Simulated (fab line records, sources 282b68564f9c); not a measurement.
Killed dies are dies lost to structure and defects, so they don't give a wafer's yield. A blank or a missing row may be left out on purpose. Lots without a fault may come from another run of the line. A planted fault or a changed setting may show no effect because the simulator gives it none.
One fault seen from 2 desks | flow rit_cmos | each desk has only its own numbers; what lay behind them comes last

THE TOOL OWNER'S DESK: lpcvd-02
The tool's own readings at RIT_SPACER_CVD_03 (deposits Si3N4 from SiH2Cl2/NH3, target thk 250 nm, time 3300 s): means of the sampled wafers that have a number, for each lot that ran on this tool. A lot is out of limits, marked OUT, if its mean lies more than 4 standard deviations from the usual mean; the brackets give that distance.
Columns: A = zone_power_load_pct at RIT_SPACER_CVD_03, usual 21.6 %
lot  | first seen here | A
L620 | day 2 21:58     | 22.1
L625 | day 4 03:05     | 24.6
L628 | day 4 17:02     | 22.3
L630 | day 4 23:52     | 22.1
L634 | day 5 18:24     | 24.7
This desk's finding: nothing out of limits on any of the 5 lots.

THE METROLOGY DESK
What the gauges read, lot by lot, whatever tool the lot ran on: means of the sampled wafers that have a number. A lot is out of limits, marked OUT, if its mean lies more than 4 standard deviations from the usual mean; the brackets give that distance.
Columns: A = NLDD_OVL at RIT_NLDD_OVL_MEAS_06, usual 1.3 nm; B = NLDD_TW at RIT_NLDD_TW_MEAS_10, usual 2497; C = SPACER_NITRIDE_THK at RIT_SPACER_THK_MEAS_04, usual 249.5 nm; D = NSD_OVL at RIT_NSD_OVL_MEAS_06, usual 0.6 nm
lot  | first seen here | A    | B    | C               | D
L620 | day 2 18:58     | 2.4  | 2529 | 249.1           | 0.9
L622 | day 3 08:20     | 2.2  | 2449 | 248.7           | 1.0
L624 | day 3 17:10     | 1.1  | 2524 | 249.7           | -2.3
L625 | day 4 00:38     | 2.1  | 2514 | 247.9           | -0.5
L627 | day 4 04:52     | 2.1  | 2520 | 251.6           | 0.8
L628 | day 4 14:32     | -0.2 | 2527 | 249.1           | 0.6
L629 | day 4 18:23     | 1.2  | 2457 | 249.1           | 2.5
L630 | day 4 21:30     | 2.4  | 2527 | 245.7           | 0.6
L632 | day 5 11:43     | 3.5  | 2441 | 250.4           | 0.6
L634 | day 5 15:49     | 2.8  | 2518 | 216.9 (-13) OUT | 0.9
L641 | day 7 06:38     | 0.8  | 2528 | 254.3           | 0.5
L642 | day 7 09:59     | 1.4  | 2521 | 252.1           | 1.0
L643 | day 7 16:22     | -2.3 | 2534 | 253.1           | 1.0
This desk's finding: out of limits on L634; first on L634, day 5 20:19 (SPACER_NITRIDE_THK at RIT_SPACER_THK_MEAS_04). In limits: L620, L622, L624, L625, L627, L628, L629, L630, L632, L641, L642, L643.

PUT TOGETHER
The metrology desk could have raised an alarm at day 5 20:19, on L634.
The tool owner's desk saw nothing out of limits.
The tool owner's desk has L634 on record, within its limits.
Of the lots named, all ran RIT_SPACER_CVD_03 on lpcvd-02.

WHAT THE SIMULATOR HAD PUT IN
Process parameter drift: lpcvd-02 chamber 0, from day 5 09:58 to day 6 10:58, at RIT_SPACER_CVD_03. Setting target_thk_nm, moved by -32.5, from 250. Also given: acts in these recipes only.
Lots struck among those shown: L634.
Hours from the fault's start to each desk's first reading out of limits: the metrology desk, 10.
